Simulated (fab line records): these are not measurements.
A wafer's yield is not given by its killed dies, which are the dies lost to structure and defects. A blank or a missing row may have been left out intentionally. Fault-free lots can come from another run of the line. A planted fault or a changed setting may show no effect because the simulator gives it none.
Comparing a struck lot with a sound one    flow rit-cmos    44 steps out of a route of 202
Sound: these wafers, L268.2, L268.5, L268.6. Wafers L277.1, L277.5, L277.6 were the ones struck. At the end, the cause is stated.
For every step that has rows: the tool of each side, followed by ch and its chambers, followed by its first start. Under that, the readings that differ: sound wafers    struck wafers    difference of the means    sigmas: that difference in standard deviations of wafers without a fault.
alike: a reading whose means differ by less than 2 such deviations, as well as words and numbers matching on both sides. not compared: withheld readings; readings where some wafer has no value; bounds like >300 that might hide an equal value; numbers whose values overlap and for which the record gives no deviation.
A row with sigmas, a row that says differs or no value, or rows on one side alone: a step with any of these is where the two part. Numbers that don't overlap but have no deviation are shown without sigmas and don't part them. Lack of a reading on every wafer of one side parts them only where that side has two or more wafers.

first, 3 steps without rows for these wafers: RIT_REOX_CLEAN_01 (cleans in dHF, time 30 s); RIT_REOX_CLEAN_02 (cleans in SC2, time 600 s); RIT_REOX_OXIDATION_03 (target thk 25.2 nm, ox time 5580 s).
RIT_REOX_THK_MEAS_04:
  struck on film-metro-02, day 5 09:55; sound on film-metro-02, day 3 13:26
  alike: REOX_OXIDE_THK
then, 6 steps without rows for these wafers: RIT_NLDD_HMDS_00 (prime time 60 s); RIT_NLDD_COAT_01 (resist thk 1000 nm); RIT_NLDD_SOFTBAKE_02 (time 60 s); RIT_NLDD_EXPOSE_03 (exposes mask M7, target cd 40700 nm); RIT_NLDD_PEB_04; RIT_NLDD_DEVELOP_05 (develop time 50 s).
RIT_NLDD_OVL_MEAS_06:
  struck on overlay-02, day 5 11:16; sound on overlay-01, day 3 14:31
  alike: NLDD_OVL
then, 1 step without rows for these wafers: RIT_NLDD_HARDBAKE_07 (time 60 s).
RIT_NLDD_IMPLANT_08:
  sound on implanter-02 ch 0, day 3 14:44; struck on implanter-02 ch 0, day 5 11:28
reading                           sound                      struck                        difference  sigmas
dose-ions-cm2                     4.998e+14 4.996e+14 5e+14  1.002e+14 9.97e+13 1.001e+14  -3.998e+14  -99 or more
end-station-pressure-torr (Torr)  6.1e-06 6.2e-06 6.1e-06    4.9e-06 5.1e-06 5e-06         -1.1e-06    -3
faraday-current-uA                1600 1556 1596             320 310 328                   -1265       -42
RIT_NLDD_STRIP_09: strips in O2, time 180 s.
  sound on plasma-asher-01 ch 0,1, day 3 14:51; struck on plasma-asher-01 ch 0,1, day 5 11:37
  alike: drypump-motor-current-A
  not compared: rf-hours-counter-h
RIT_NLDD_TW_MEAS_10:
  struck on film-metro-04, day 5 11:47; sound on film-metro-02, day 3 15:02
reading  sound           struck          difference  sigmas
NLDD_TW  2518 2493 2494  1560 1561 1567  -939        -23
then, 6 steps without rows for these wafers: RIT_PLDD_HMDS_00 (prime time 60 s); RIT_PLDD_COAT_01 (resist thk 1000 nm); RIT_PLDD_SOFTBAKE_02 (time 60 s); RIT_PLDD_EXPOSE_03 (exposes mask M8, target cd 40900 nm); RIT_PLDD_PEB_04; RIT_PLDD_DEVELOP_05 (develop time 50 s).
RIT_PLDD_OVL_MEAS_06:
  struck on overlay-02, day 5 12:49; sound on overlay-02, day 3 15:56
  alike: PLDD_OVL
then, 2 steps without rows for these wafers: RIT_PLDD_HARDBAKE_07 (time 60 s); RIT_PLDD_IMPLANT_08.
RIT_PLDD_STRIP_09: strips in O2, time 180 s.
  sound on plasma-asher-04 ch 0,1, day 3 16:16; struck on plasma-asher-02 ch 0,1, day 5 13:13
  alike: drypump-motor-current-A
  not compared: rf-hours-counter-h
RIT_PLDD_TW_MEAS_10:
  struck on film-metro-04, day 5 13:23; sound on film-metro-01, day 3 16:28
reading  sound           struck          difference  sigmas
PLDD_TW  2263 2282 2271  2362 2359 2365  +90         +2
then, 4 steps without rows for these wafers: RIT_SPACER_CLEAN_00 (cleans in SC1, time 600 s); RIT_SPACER_CLEAN_01 (cleans in dHF, time 30 s); RIT_SPACER_CLEAN_02 (cleans in SC2, time 600 s); RIT_SPACER_CVD_03 (deposits Si3N4 from SiH2Cl2/NH3, target thk 250 nm, time 3300 s).
RIT_SPACER_THK_MEAS_04:
  struck on film-metro-03, day 5 16:41; sound on film-metro-01, day 3 19:04
  alike: SPACER_NITRIDE_THK
RIT_SPACER_ETCHBACK_05: etches Si3N4 in SF6/CHF3, stops on SiO2, target depth 250 nm, time 240 s.
  sound on rie-diel-03 ch 1,2, day 3 19:07; struck on rie-diel-03 ch 0,1, day 5 16:45
  alike: drypump-motor-current-A, oes-product-au, throttle-valve-pct
  not compared: rf-hours-counter-h
then, 6 steps without rows for these wafers: RIT_NSD_HMDS_00 (prime time 60 s); RIT_NSD_COAT_01 (resist thk 1000 nm); RIT_NSD_SOFTBAKE_02 (time 60 s); RIT_NSD_EXPOSE_03 (exposes mask M9, target cd 40700 nm); RIT_NSD_PEB_04; RIT_NSD_DEVELOP_05 (develop time 50 s).
RIT_NSD_OVL_MEAS_06:
  struck on overlay-02, day 5 17:52; sound on overlay-02, day 3 20:14
  alike: NSD_OVL
then, 2 steps without rows for these wafers: RIT_NSD_HARDBAKE_07 (time 60 s); RIT_NSD_IMPLANT_08.
RIT_NSD_STRIP_09: strips in O2, time 180 s.
  sound on plasma-asher-03 ch 0,1, day 3 20:34; struck on plasma-asher-03 ch 0,1, day 5 18:13
  alike: drypump-motor-current-A
  not compared: rf-hours-counter-h
RIT_SDANNEAL_RS_MEAS_07: the measuring method here is four-point-probe.
  struck on film-metro-04, day 5 20:46; sound on film-metro-04, day 3 23:11
reading           sound              struck             difference  sigmas
NLDD_RS (ohm/sq)  151.7 152.4 152.4  517.1 519.7 517.4  +365.9      +99 or more
RIT_M1_PROBE_99:
  only the struck wafers here have rows in the record (prober-02, day 6 03:49); the sound ones have none

## WHERE THEY PART
Earliest at RIT_NLDD_IMPLANT_08; latest, in this record, at RIT_M1_PROBE_99.

WHY: whatever the simulator had introduced
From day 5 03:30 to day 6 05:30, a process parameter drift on implanter-02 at RIT_NLDD_IMPLANT_08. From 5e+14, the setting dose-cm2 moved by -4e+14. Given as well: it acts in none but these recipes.
